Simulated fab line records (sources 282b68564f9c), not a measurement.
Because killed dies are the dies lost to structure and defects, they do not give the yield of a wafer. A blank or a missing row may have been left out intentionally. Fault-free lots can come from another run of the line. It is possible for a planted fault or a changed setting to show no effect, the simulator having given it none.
What tool caused it? | flow rit-cmos | 45 wafers from 15 lots sampled at 3 of the route's 202 steps

## WHAT EACH GAUGE READ, for each wafer
RIT_GATE_THK_MEAS_07.
lot  | measured    | on            | GATE_OXIDE_THK (nm)
L778 | day 2 10:42 | film-metro-03 | 3.08 3.05 2.99
L782 | day 3 11:05 | film-metro-01 | 2.91 2.95 2.96
L783 | day 3 13:44 | film-metro-01 | 2.92 2.90 3.02
L784 | day 3 18:04 | film-metro-01 | 3.13 3.17 3.14
L785 | day 4 02:49 | film-metro-01 | 3.06 3.05 3.12
L786 | day 4 06:58 | film-metro-03 | 3.14 3.14 3.07
L787 | day 4 07:05 | film-metro-04 | 3.05 3.12 3.14
L788 | day 4 15:30 | film-metro-03 | 3.01 2.98 3.05
L790 | day 4 22:40 | film-metro-01 | 3.12 3.10 3.05
L792 | day 5 08:38 | film-metro-01 | 2.86 2.93 2.84
L793 | day 5 13:29 | film-metro-03 | 2.96 3.00 2.98
L794 | day 5 19:53 | film-metro-04 | 3.06 3.03 3.01
L795 | day 6 01:18 | film-metro-01 | 3.03 3.15 3.10
L800 | day 7 00:31 | film-metro-01 | 2.97 3.02 3.00
L801 | day 7 09:21 | film-metro-03 | 3.02 3.01 2.98

RIT_PLDD_OVL_MEAS_06.
lot  | measured    | on         | PLDD_OVL (nm)
L778 | day 2 21:07 | overlay-01 | 2.1 0.3 0.3
L782 | day 3 20:23 | overlay-01 | 2.2 0.4 2.7
L783 | day 3 22:41 | overlay-01 | -1.8 0.4 -1.6
L784 | day 4 03:14 | overlay-01 | 1.2 0.9 0.1
L785 | day 4 12:34 | overlay-01 | -0.3 -0.6 -1.6
L786 | day 4 15:52 | overlay-01 | -0.7 0.0 0.5
L787 | day 4 19:13 | overlay-01 | 1.8 2.1 1.9
L788 | day 5 01:35 | overlay-02 | -1.1 -1.9 -1.4
L790 | day 5 10:03 | overlay-01 | -0.5 2.3 0.3
L792 | day 5 20:28 | overlay-02 | - - -
L793 | day 5 23:22 | overlay-01 | - - -
L794 | day 6 04:41 | overlay-01 | - - -
L795 | day 6 10:43 | overlay-01 | 0.1 -1.1 0.2
L800 | day 7 10:52 | overlay-02 | 0.1 1.4 -0.2
L801 | day 7 18:02 | overlay-02 | -2.4 -0.1 -2.5

## TOOL THAT RAN EACH LOT (tool first, then ch and the chambers of the sampled wafers, then the start)
lot  | RIT_PLDD_EXPOSE_03
L778 | iline-stepper-01 ch 0, day 2 20:43
L782 | iline-stepper-01 ch 0, day 3 20:02
L783 | iline-stepper-02 ch 0, day 3 22:17
L784 | iline-stepper-01 ch 0, day 4 02:44
L785 | iline-stepper-01 ch 0, day 4 12:10
L786 | iline-stepper-02 ch 0, day 4 15:29
L787 | iline-stepper-02 ch 0, day 4 18:50
L788 | iline-stepper-02 ch 0, day 5 01:14
L790 | iline-stepper-01 ch 0, day 5 09:39
L792 | iline-stepper-02, day 5 19:58
L793 | iline-stepper-01, day 5 22:58
L794 | iline-stepper-01, day 6 04:17
L795 | iline-stepper-01 ch 0, day 6 10:10
L800 | iline-stepper-02 ch 0, day 7 10:28
L801 | iline-stepper-02 ch 0, day 7 17:40
- RIT_PLDD_EXPOSE_03: exposes mask M8, target cd 40900 nm.

## AS READ BY THE TOOLS THEMSELVES (means over the sampled wafers that have a number; for cases with no such wafer, the mark the record gives instead)
RIT_PLDD_EXPOSE_03.
lot  | tool             | exposure-dose-mJ-cm2 | focus-offset-nm (nm)
L778 | iline-stepper-01 | 250.09               | -0.2
L782 | iline-stepper-01 | 249.92               | 0.4
L783 | iline-stepper-02 | 249.95               | -0.2
L784 | iline-stepper-01 | 250.10               | -0.1
L785 | iline-stepper-01 | 249.59               | -0.5
L786 | iline-stepper-02 | 249.93               | 0.3
L787 | iline-stepper-02 | 250.00               | -0.5
L788 | iline-stepper-02 | 250.10               | -0.2
L790 | iline-stepper-01 | 250.18               | -0.3
L792 | iline-stepper-02 | -                    | -
L793 | iline-stepper-01 | -                    | -
L794 | iline-stepper-01 | -                    | -
L795 | iline-stepper-01 | 249.96               | 0.4
L800 | iline-stepper-02 | 250.14               | 0.6
L801 | iline-stepper-02 | 250.03               | -0.7

## THE ANSWER, worked out from the rows above alone
Rule: the usual values come from the lots themselves. Put in order of their means at a reading, lots are off if they are a third of the lots or fewer, leave a main group of 4 or more, and stand apart from it by a gap of 3 or more times the standard deviation of the main group's means; of several such gaps the widest counts. The tables above print the reading to a certain number of digits; a main group whose means all agree to those digits is not used. Also off: a lot with no number at a reading for which 4 or more lots have one. Any other lot the step has rows for is counted as sound. The gauges are gone through in route order, then the tools' own readings, and for those a lot's mean is taken as printed above. The first step at which some lot is off is used, and at that step the reading that is off furthest; a lot without a number counts as furthest.
Off: L792, L793, L794, seen at RIT_PLDD_OVL_MEAS_06 (PLDD_OVL). Without a number there: L792, L793, L794. Main group: mean 0.1 nm, sd 1.1.
A tool fits if, at a process step before that reading, it ran every lot that is off, and no sound lot after the first of them. The gauges at RIT_PLDD_OVL_MEAS_06 aren't tried: what is off there is off at RIT_PLDD_EXPOSE_03 too, on other tools, and a gauge's error can't cause that. Not one of the candidates tried fits.

## WHAT THE SIMULATOR PUT IN
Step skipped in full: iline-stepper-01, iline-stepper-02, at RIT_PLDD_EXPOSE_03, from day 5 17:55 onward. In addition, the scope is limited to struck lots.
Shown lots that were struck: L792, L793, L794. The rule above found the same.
